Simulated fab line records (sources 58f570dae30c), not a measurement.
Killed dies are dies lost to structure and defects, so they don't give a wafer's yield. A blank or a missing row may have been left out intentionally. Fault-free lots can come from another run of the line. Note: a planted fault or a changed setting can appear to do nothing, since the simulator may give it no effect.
fab line records	flow berkeleyCmos170
record lots=14	wafers=42	lastDay=12
route steps=331 shown SPACER@174 CONTACT@222 M1@238
lots with no fault: from the same line, run without faults
startH: start of the lot's first displayed wafer, in hours after the record's first day	waitH: hours from the lot's prior step to this one	" repeats the value in the row above	L1.1+2: a single row standing in for several wafers	- no value, or no start given	* or withheld: withheld	< > ~ a bound
route shown NAME@n: a module of which the file shows steps, and the number in the route of the first	usual: mean/standard deviation taken from wafers without a fault	same: alike in all rows	chamber/n: place in a boat	sites: readings site by site	_std_site: the standard deviation of these	_edge_site: outer sites' mean less inner sites'	radiusMm: how far each site lies from the wafer's centre	mask NAME#n: copy n	behind: the tool/chamber that last shaped the wafer	hold: why the lot went on hold/how many hours it stayed there/how the hold came to an end	device: which transistor (n, p or np) failed to switch	end of line: the route-end tests of the same wafers	step lacking rows: just its recipe	killed: at the first sort, the dies lost to defects and structure; wafer yield is something else	map: per-die view of a wafer (x killed, . not killed, _ where there is no die)
set.NAME: the setting the step ran with; set.NAME@STEP: the setting that earlier step ran with	model.NAME: the simulator's own value behind a step, which no gauge read
route steps across a sampled set of lots; one table per step, one row per wafer
services: when a tool's chamber went out of use (startH, in hours from the record's first day, below 0 if earlier), for how many hours, and the reason
## steps
# step UCB170_SPACER_ETCHBACK_03
# recipe stopOn=Si	target=SiO2	chemistry=CHF3/CF4/Ar	CHF3_flow_sccm=50	cf4FlowSccm=10	Ar_flow_sccm=120	pressureMtorr=200	rfW=500	targetDepthA=3760	timeS=100
# usual drypumpMotorCurrentA=5.8/0.32	oesProductAu=0.905/0.016	throttleValvePct=6.48/0.13
lot.wafer	tool	chamber	startH	waitH	drypumpMotorCurrentA	oesProductAu	rfHoursCounterH	throttleValvePct
L993.4	rieDiel-03	0	171.63	0.0	6.5	0.911	1	6.44
L993.5	"	0	"	"	6.5	0.906	-	6.46
L993.6	"	1	"	"	5.6	0.917	-	6.55
L995.3	rieDiel-04	3	171.63	0.0	5.8	0.871	128	6.35
L995.5	"	0	"	"	5.8	0.914	-	6.49
L995.6	"	3	"	"	5.8	0.888	-	6.34
L994.4	rieDiel-02	3	171.67	0.0	5.6	0.926	-	6.41
L994.5	"	1	"	"	5.7	0.883	-	6.75
L994.6	"	0	"	"	5.5	0.910	-	6.25
L996.1	rieDiel-02	1	179.11	0.0	5.7	0.884	107	6.73
L996.4	"	3	"	"	5.6	0.928	-	6.43
L996.5	"	1	"	"	5.7	0.893	-	6.73
L997.3	rieDiel-03	2	179.11	0.0	5.7	0.900	143	6.59
L997.5	"	1	"	"	5.6	0.925	-	6.54
L997.6	"	0	"	"	6.4	0.904	-	6.45
L998.4	rieDiel-03	3	190.50	0.0	6.3	0.937	92	6.51
L998.5	"	2	"	"	5.7	0.919	-	6.58
L998.6	"	1	"	"	5.5	0.947	-	6.54
L999.2	rieDiel-04	0	196.83	0.0	5.8	0.902	8	6.48
L999.3	"	1	"	"	5.4	0.893	122	6.40
L999.4	"	0	"	"	5.8	0.931	-	6.48
L108.2	rieDiel-04	3	229.46	0.0	5.8	0.892	131	6.33
L108.4	"	1	"	"	5.4	0.888	124	6.41
L108.5	"	3	"	"	5.8	0.893	-	6.33
L106.2	rieDiel-02	3	229.53	0.1	5.6	0.915	7	6.42
L106.3	"	0	"	"	5.6	0.908	11	6.26
L106.4	"	3	"	"	5.6	0.921	-	6.43
L109.1	rieDiel-03	0	240.79	0.0	6.4	0.902	5	6.44
L109.3	"	1	"	"	5.6	0.922	48	6.55
L109.4	"	2	"	"	5.7	0.895	0	6.57
L111.1	rieDiel-02	2	240.79	0.0	5.6	0.890	19	6.59
L111.5	"	1	"	"	5.7	0.870	-	6.74
L111.6	"	2	"	"	5.6	0.910	-	6.57
L112.1	rieDiel-04	2	265.16	0.0	6.4	0.913	3	6.54
L112.2	"	1	"	"	5.4	0.882	126	6.39
L112.4	"	0	"	"	5.8	0.910	-	6.48
L113.1	rieDiel-02	2	265.16	0.0	5.6	0.894	20	6.58
L113.4	"	3	"	"	5.6	0.919	10	6.42
L113.6	"	2	"	"	5.6	0.916	-	6.58
L114.1	rieDiel-03	1	265.16	0.0	5.6	0.898	49	6.55
L114.3	"	0	"	"	6.5	0.894	7	6.44
L114.4	"	2	"	"	5.7	0.885	2	6.59
# step UCB170_CONTACT_STRIP_06
# recipe chemistry=O2	powerW=400	pressureMtorr=3500	platenTempC=withheld	o2FlowSccm=400	overashFraction=0.5
# usual drypumpMotorCurrentA=5.6/0.45	oesProductAu=0.735/0.0046	stripTimeToEndpointS=21.97/0.063
lot.wafer	tool	chamber	startH	waitH	drypumpMotorCurrentA	oesProductAu	rfHoursCounterH	stripTimeToEndpointS
L993.4	plasmaAsher-03	0	180.05	0.1	5.3	0.734	-	21.94
L993.5	"	1	"	"	5.7	0.736	-	21.96
L993.6	"	0	"	"	5.3	0.735	-	21.99
L994.4	plasmaAsher-04	0	180.76	0.1	5.3	0.740	-	22.01
L994.5	"	1	"	"	6.2	0.731	-	22.08
L994.6	"	0	"	"	5.3	0.732	-	21.99
L995.3	plasmaAsher-02	0	181.68	0.1	5.2	0.736	-	22.01
L995.5	"	0	"	"	5.1	0.739	-	21.97
L995.6	"	1	"	"	6.4	0.739	-	21.97
L997.3	plasmaAsher-02	0	191.21	0.1	5.2	0.744	-	21.88
L997.5	"	1	"	"	6.4	0.740	-	21.83
L997.6	"	0	"	"	5.2	0.740	-	21.92
L996.1	plasmaAsher-03	0	191.44	0.1	5.2	0.729	9	21.97
L996.4	"	0	"	"	5.2	0.735	-	21.94
L996.5	"	0	"	"	5.3	0.730	-	22.03
L998.4	plasmaAsher-03	1	199.19	0.1	5.7	0.734	-	22.01
L998.5	"	0	"	"	5.3	0.739	-	21.97
L998.6	"	1	"	"	5.7	0.736	-	22.00
L999.2	plasmaAsher-04	1	207.82	0.1	6.2	0.735	48	22.03
L999.3	"	1	"	"	6.2	0.741	-	22.01
L999.4	"	0	"	"	5.3	0.736	-	21.99
L108.2	plasmaAsher-03	0	238.05	0.1	5.3	0.743	14	21.90
L108.4	"	1	"	"	5.7	0.736	-	21.88
L108.5	"	1	"	"	5.7	0.736	-	21.86
L106.2	plasmaAsher-04	0	239.84	0.1	5.3	0.738	52	21.92
L106.3	"	1	"	"	6.2	0.731	-	21.92
L106.4	"	0	"	"	5.3	0.738	-	22.00
L109.1	plasmaAsher-03	0	251.65	0.1	5.3	0.739	16	21.97
L109.3	"	0	"	"	5.2	0.734	-	21.97
L109.4	"	1	"	"	5.7	0.743	-	21.93
L111.1	plasmaAsher-04	1	251.65	0.1	6.2	0.736	53	22.06
L111.5	"	1	"	"	6.2	0.730	-	22.08
L111.6	"	0	"	"	5.3	0.732	-	22.04
L114.1	plasmaAsher-04	1	272.97	0.1	6.2	0.727	56	21.96
L114.3	"	0	"	"	5.3	0.736	-	22.01
L114.4	"	1	"	"	6.2	0.733	-	22.03
L113.1	plasmaAsher-02	0	273.17	0.1	5.2	0.736	56	21.90
L113.4	"	1	"	"	6.4	0.740	-	21.88
L113.6	"	1	"	"	6.4	0.729	-	21.92
L112.1	plasmaAsher-03	1	274.98	0.1	5.7	0.735	18	22.01
L112.2	"	0	"	"	5.3	0.731	18	21.93
L112.4	"	0	"	"	5.2	0.739	-	21.90
# step UCB170_CONTACT_RTA_08
# recipe tempC=900	timeS=10	ambient=N2
# usual chamberO2Ppm=1.999/0.023	lampPowerPct=24.37/0.13	wafer_temp_C_max=904.8/1.1
lot.wafer	tool	chamber	startH	waitH	chamberO2Ppm	lampPowerPct	wafer_temp_C_max
L993.4	rtpAnneal-01	0	180.39	0.0	1.962	24.51	902.7
L993.5	"	0	"	"	2.005	24.54	903.9
L993.6	"	0	"	"	1.949	24.54	904.5
L995.3	rtpAnneal-01	0	184.34	0.0	2.030	24.51	902.8
L995.5	"	0	"	"	2.015	24.53	904.2
L995.6	"	0	"	"	2.012	24.52	903.2
L994.4	rtpAnneal-02	0	184.35	0.0	2.005	24.24	905.8
L994.5	"	0	"	"	2.007	24.30	906.7
L994.6	"	0	"	"	1.975	24.24	905.5
L997.3	rtpAnneal-02	0	191.56	0.0	1.998	24.23	904.2
L997.5	"	0	"	"	2.008	24.27	904.1
L997.6	"	0	"	"	2.014	24.28	904.9
L996.1	rtpAnneal-01	0	191.72	0.0	1.987	24.51	903.7
L996.4	"	0	"	"	1.976	24.49	903.6
L996.5	"	0	"	"	1.957	24.52	903.3
L998.4	rtpAnneal-02	0	199.46	0.0	2.001	24.26	905.7
L998.5	"	0	"	"	2.034	24.23	905.7
L998.6	"	0	"	"	2.037	24.23	904.5
L999.2	rtpAnneal-02	0	208.10	0.0	2.005	24.25	905.8
L999.3	"	0	"	"	2.020	24.25	904.0
L999.4	"	0	"	"	1.985	24.23	904.5
L108.2	rtpAnneal-02	0	238.34	0.0	1.987	24.28	905.5
L108.4	"	0	"	"	1.976	24.22	904.6
L108.5	"	0	"	"	2.016	24.28	905.0
L106.2	rtpAnneal-01	0	240.26	0.0	2.007	24.50	904.1
L106.3	"	0	"	"	1.993	24.51	904.0
L106.4	"	0	"	"	2.017	24.52	904.0
L109.1	rtpAnneal-02	0	251.96	0.0	2.016	24.27	905.2
L109.3	"	0	"	"	1.949	24.24	905.8
L109.4	"	0	"	"	1.985	24.24	905.7
L111.1	rtpAnneal-01	0	251.96	0.0	2.006	24.53	904.2
L111.5	"	0	"	"	1.994	24.51	903.6
L111.6	"	0	"	"	1.992	24.52	904.2
L114.1	rtpAnneal-02	0	273.25	0.0	1.974	24.27	905.0
L114.3	"	0	"	"	1.982	24.24	905.6
L114.4	"	0	"	"	1.991	24.28	906.3
L113.1	rtpAnneal-01	0	273.44	0.0	1.986	24.53	903.5
L113.4	"	0	"	"	2.030	24.49	903.6
L113.6	"	0	"	"	2.000	24.50	903.0
L112.1	rtpAnneal-02	0	275.35	0.0	1.970	24.28	906.9
L112.2	"	0	"	"	1.996	24.28	906.6
L112.4	"	0	"	"	1.964	24.25	905.6
# step UCB170_M1_SPUTTER_00
# recipe material=Al	targetThkNm=600	timeS=80	powerW=6000	chamberPressurePa=0.5
# usual cathodeDcPowerW=6000.1/1.2	throttleValvePct=30.0/1.1
lot.wafer	tool	chamber	startH	waitH	cathodeDcPowerW	throttleValvePct
L993.4	pvdSputter-02	-	185.52	0.0	6000.2	29.8
L993.5	"	-	"	"	6000.7	28.8
L993.6	"	-	"	"	6000.3	29.6
L994.4	pvdSputter-01	-	187.16	0.0	5998.8	32.7
L994.5	"	-	"	"	6001.8	32.7
L994.6	"	-	"	"	6001.4	30.7
L995.3	pvdSputter-03	-	187.16	0.0	6001.1	30.6
L995.5	"	-	"	"	5999.4	30.4
L995.6	"	-	"	"	5998.5	29.4
L997.3	pvdSputter-01	-	193.34	0.0	5999.8	29.7
L997.5	"	-	"	"	5998.7	29.9
L997.6	"	-	"	"	6001.1	30.9
L996.1	pvdSputter-02	-	193.74	0.0	6001.8	28.7
L996.4	"	-	"	"	5999.8	29.6
L996.5	"	-	"	"	6001.5	29.8
L998.4	pvdSputter-03	-	201.40	0.0	6000.2	28.9
L998.5	"	-	"	"	5998.7	30.1
L998.6	"	-	"	"	6000.7	30.5
L999.2	pvdSputter-01	-	210.86	0.0	5999.0	28.7
L999.3	"	-	"	"	5999.2	32.7
L999.4	"	-	"	"	5999.3	29.8
L108.2	pvdSputter-01	-	240.08	0.0	6001.0	32.4
L108.4	"	-	"	"	7237.3	30.6
L108.5	"	-	"	"	6002.1	28.8
L106.2	pvdSputter-01	-	242.59	0.0	5999.7	28.8
L106.3	"	-	"	"	7237.4	30.9
L106.4	"	-	"	"	5999.2	32.5
L111.1	pvdSputter-02	-	254.28	0.0	6001.1	29.7
L111.5	"	-	"	"	5999.3	30.5
L111.6	"	-	"	"	5998.4	29.4
L109.1	pvdSputter-03	-	254.51	0.0	6001.9	30.5
L109.3	"	-	"	"	6000.0	29.2
L109.4	"	-	"	"	5999.7	28.9
L114.1	pvdSputter-03	-	275.21	0.0	6000.1	28.9
L114.3	"	-	"	"	6002.5	30.7
L114.4	"	-	"	"	6000.7	30.3
L113.1	pvdSputter-02	-	275.98	0.0	6001.9	30.1
L113.4	"	-	"	"	5997.1	29.5
L113.6	"	-	"	"	6000.8	30.2
L112.1	pvdSputter-03	-	277.68	0.0	5998.0	29.1
L112.2	"	-	"	"	5998.8	30.5
L112.4	"	-	"	"	5999.1	29.2
# step UCB170_M1_RS_MEAS_01
# recipe thkMeasGauge=four-point-probe	reads=Al_of_M1_SPUTTER_00
# usual M1_AL_RS=0.0486/0.00048
lot.wafer	tool	chamber	startH	waitH	M1_AL_RS[ohm/sq]
L993.4	filmMetro-02	-	185.65	0.1	0.0481
L993.5	"	-	"	"	0.0478
L993.6	"	-	"	"	0.0483
L994.4	filmMetro-02	-	187.28	0.1	0.0492
L994.5	"	-	"	"	0.0493
L994.6	"	-	"	"	0.0487
L995.3	filmMetro-01	-	187.31	0.1	0.0490
L995.5	"	-	"	"	0.0490
L995.6	"	-	"	"	0.0484
L997.3	filmMetro-01	-	193.44	0.1	0.0487
L997.5	"	-	"	"	0.0485
L997.6	"	-	"	"	0.0487
L996.1	filmMetro-04	-	193.80	0.0	0.0480
L996.4	"	-	"	"	0.0482
L996.5	"	-	"	"	0.0480
L998.4	filmMetro-02	-	201.52	0.1	0.0489
L998.5	"	-	"	"	0.0493
L998.6	"	-	"	"	0.0489
L999.2	filmMetro-02	-	210.94	0.1	0.0476
L999.3	"	-	"	"	0.0482
L999.4	"	-	"	"	0.0479
L108.2	filmMetro-02	-	240.16	0.1	0.0489
L108.4	"	-	"	"	0.0402
L108.5	"	-	"	"	0.0483
L106.2	filmMetro-02	-	242.67	0.1	0.0482
L106.3	"	-	"	"	0.0397
L106.4	"	-	"	"	0.0484
L111.1	filmMetro-02	-	254.34	0.0	0.0485
L111.5	"	-	"	"	0.0485
L111.6	"	-	"	"	0.0485
L109.1	filmMetro-01	-	254.57	0.0	0.0489
L109.3	"	-	"	"	0.0490
L109.4	"	-	"	"	0.0488
L114.1	filmMetro-01	-	275.27	0.0	0.0480
L114.3	"	-	"	"	0.0491
L114.4	"	-	"	"	0.0486
L113.1	filmMetro-02	-	276.04	0.0	0.0483
L113.4	"	-	"	"	0.0485
L113.6	"	-	"	"	0.0486
L112.1	filmMetro-02	-	277.74	0.0	0.0487
L112.2	"	-	"	"	0.0495
L112.4	"	-	"	"	0.0493
# step UCB170_M1_THK_MEAS_02
# recipe thkMeasGauge=xrf	reads=Al_of_M1_SPUTTER_00
# usual M1_AL_THK=583/5.7
lot.wafer	tool	chamber	startH	waitH	M1_AL_THK[nm]
L993.4	filmMetro-02	-	185.74	0.1	585
L993.5	"	-	"	"	590
L993.6	"	-	"	"	581
L994.4	filmMetro-02	-	187.37	0.1	574
L994.5	"	-	"	"	570
L994.6	"	-	"	"	578
L995.3	filmMetro-01	-	187.41	0.1	579
L995.5	"	-	"	"	579
L995.6	"	-	"	"	586
L997.3	filmMetro-01	-	193.54	0.1	583
L997.5	"	-	"	"	586
L997.6	"	-	"	"	583
L996.1	filmMetro-04	-	193.92	0.1	591
L996.4	"	-	"	"	589
L996.5	"	-	"	"	594
L998.4	filmMetro-02	-	201.61	0.1	579
L998.5	"	-	"	"	576
L998.6	"	-	"	"	578
L999.2	filmMetro-02	-	211.05	0.1	596
L999.3	"	-	"	"	586
L999.4	"	-	"	"	589
L108.2	filmMetro-02	-	240.27	0.1	577
L108.4	"	-	"	"	700
L108.5	"	-	"	"	585
L106.2	filmMetro-02	-	242.78	0.1	586
L106.3	"	-	"	"	708
L106.4	"	-	"	"	579
L111.1	filmMetro-02	-	254.46	0.1	585
L111.5	"	-	"	"	579
L111.6	"	-	"	"	585
L109.1	filmMetro-01	-	254.69	0.1	579
L109.3	"	-	"	"	582
L109.4	"	-	"	"	582
L114.1	filmMetro-01	-	275.39	0.1	589
L114.3	"	-	"	"	581
L114.4	"	-	"	"	582
L113.1	filmMetro-02	-	276.16	0.1	588
L113.4	"	-	"	"	587
L113.6	"	-	"	"	584
L112.1	filmMetro-02	-	277.86	0.1	578
L112.2	"	-	"	"	573
L112.4	"	-	"	"	577
# step UCB170_M1_METAL_ETCH_12
# recipe chemistry=Cl2/BCl3	target=Al	stopOn=PSG	pressureMtorr=12	targetDepthA=7800	overEtchFrac=0.3	timeS=130	icpW=600	biasW=120	Cl2_flow_sccm=90	bcl3FlowSccm=45
# usual biasW=120.0/0.38	drypumpMotorCurrentA=5.4/0.57	oesProductAu=0.858/0.012	throttleValvePct=24.41/0.17
lot.wafer	tool	chamber	startH	waitH	biasW	drypumpMotorCurrentA	oesProductAu	rfHoursCounterH	throttleValvePct
L993.4	rieMetal-01	0	187.33	-	120.2	4.7	0.849	-	24.56
L993.5	"	1	"	"	120.2	4.8	0.850	-	24.08
L993.6	"	0	"	"	119.5	4.8	0.854	-	24.57
L994.4	rieMetal-03	0	189.22	-	120.1	5.2	0.851	-	24.35
L994.5	"	0	"	"	119.7	5.2	0.844	-	24.34
L994.6	"	1	"	"	119.9	5.7	0.862	-	24.50
L995.3	rieMetal-02	0	189.27	-	119.3	6.4	0.871	-	24.52
L995.5	"	0	"	"	120.0	6.4	0.857	-	24.54
L995.6	"	0	"	"	119.7	6.4	0.868	-	24.54
L997.3	rieMetal-01	0	194.79	-	120.1	4.7	0.849	-	24.55
L997.5	"	1	"	"	119.7	4.7	0.849	-	24.09
L997.6	"	0	"	"	120.5	4.7	0.839	-	24.56
L996.1	rieMetal-03	1	195.15	-	120.1	5.7	0.878	2	24.49
L996.4	"	0	"	"	119.6	5.2	0.849	-	24.36
L996.5	"	1	"	"	120.0	5.7	0.888	-	24.49
L998.4	rieMetal-03	0	204.12	-	120.3	5.2	0.859	-	24.34
L998.5	"	1	"	"	120.3	5.7	0.866	-	24.51
L998.6	"	0	"	"	120.2	5.2	0.851	-	24.33
L999.2	rieMetal-03	1	212.14	-	119.8	5.6	0.883	3	24.47
L999.3	"	0	"	"	119.8	5.2	0.862	-	24.33
L999.4	"	1	"	"	119.8	5.6	0.880	-	24.48
L108.2	rieMetal-01	1	242.25	-	120.6	4.7	0.843	9	24.07
L108.4	"	1	"	"	120.4	4.7	0.947	-	24.04
L108.5	"	1	"	"	119.6	4.7	0.853	-	24.08
L106.2	rieMetal-01	0	244.69	-	120.0	4.7	0.847	8	24.58
L106.3	"	0	"	"	120.0	4.7	0.948	-	24.53
L106.4	"	1	"	"	119.6	4.7	0.849	-	24.09
L111.1	rieMetal-01	1	257.47	-	119.6	4.7	0.851	9	24.07
L111.5	"	0	"	"	120.2	4.7	0.849	-	24.56
L111.6	"	1	"	"	119.7	4.7	0.847	-	24.08
L109.1	rieMetal-02	0	258.16	-	120.3	6.4	0.862	8	24.52
L109.3	"	0	"	"	120.5	6.4	0.862	-	24.53
L109.4	"	1	"	"	119.5	5.7	0.859	-	24.48
L114.1	rieMetal-01	1	277.09	-	120.3	4.7	0.849	10	24.07
L114.3	"	0	"	"	119.3	4.7	0.842	-	24.56
L114.4	"	1	"	"	120.4	4.8	0.845	-	24.06
L113.1	rieMetal-03	1	277.64	-	120.4	5.6	0.871	5	24.49
L113.4	"	0	"	"	119.6	5.2	0.851	-	24.34
L113.6	"	1	"	"	119.5	5.7	0.866	-	24.48
L112.1	rieMetal-02	1	279.66	-	120.1	5.7	0.858	3	24.48
L112.2	"	0	"	"	120.0	6.4	0.858	9	24.53
L112.4	"	1	"	"	120.3	5.7	0.856	-	24.46
## services
tool	chamber	startH	hours	kind
plasmaAsher-04	-	159.40	2.5	repair
rieMetal-02	1	160.29	6.0	repair
rieMetal-01	1	161.29	24.1	repair
plasmaAsher-04	-	166.23	1.9	repair
rieMetal-01	-	170.21	2.8	pm
rieDiel-04	1	170.55	3.2	repair
rieDiel-04	2	182.57	-	clean
rieDiel-04	2	182.57	22.8	scheduledDown
rieDiel-04	2	182.57	22.8	ventCycle
rieMetal-02	1	188.10	-	clean
pvdSputter-01	-	196.51	5.1	repair
rieDiel-03	2	213.75	-	clean
rieDiel-03	2	213.75	23.5	scheduledDown
rieDiel-03	2	213.75	23.5	ventCycle
plasmaAsher-03	-	220.29	0.3	repair
rieDiel-03	0	224.10	11.4	repair
rieDiel-02	0	240.58	19.1	repair
plasmaAsher-04	-	247.78	1.3	repair
rieDiel-04	1	253.29	6.0	repair
rieDiel-04	3	261.51	-	clean
rieDiel-04	3	261.51	17.0	scheduledDown
rieDiel-04	3	261.51	17.0	ventCycle
## key
firstSign step=UCB170_M1_SPUTTER_00	reading=cathodeDcPowerW	direction=up	sigmas=99+	usual=6000.1	struck=7237.3
effect step=UCB170_M1_RS_MEAS_01	reading=M1_AL_RS	direction=down	sigmas=18	usual=0.0486	struck=0.0400
effect step=UCB170_M1_THK_MEAS_02	reading=M1_AL_THK	direction=up	sigmas=21	usual=583	struck=704
effect step=UCB170_M1_METAL_ETCH_12	reading=oesProductAu	direction=up	sigmas=7.8	usual=0.858	struck=0.948
metAt UCB170_M1_SPUTTER_00
struckLots L106,L108
struckWafers L106.3,L108.4
sortLeftOut L106.3
notActingAt UCB170_SPACER_ETCHBACK_03,UCB170_CONTACT_STRIP_06,UCB170_CONTACT_RTA_08
onsetBetween 193.34 240.08
fault kind=processParameterDrift	tool=pvdSputter-01	chamber=-	onsetH=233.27	steps=UCB170_M1_SPUTTER_00	channel=powerW	offset=1237.5	shape=step	endH=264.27	actsIn=theseRecipesOnly	stated=6000	scope=struckWafersOnly
# sortLeftOut: the simulated sort isn't trusted on such a fault, so these wafers' sort isn't shown, and their yield isn't known
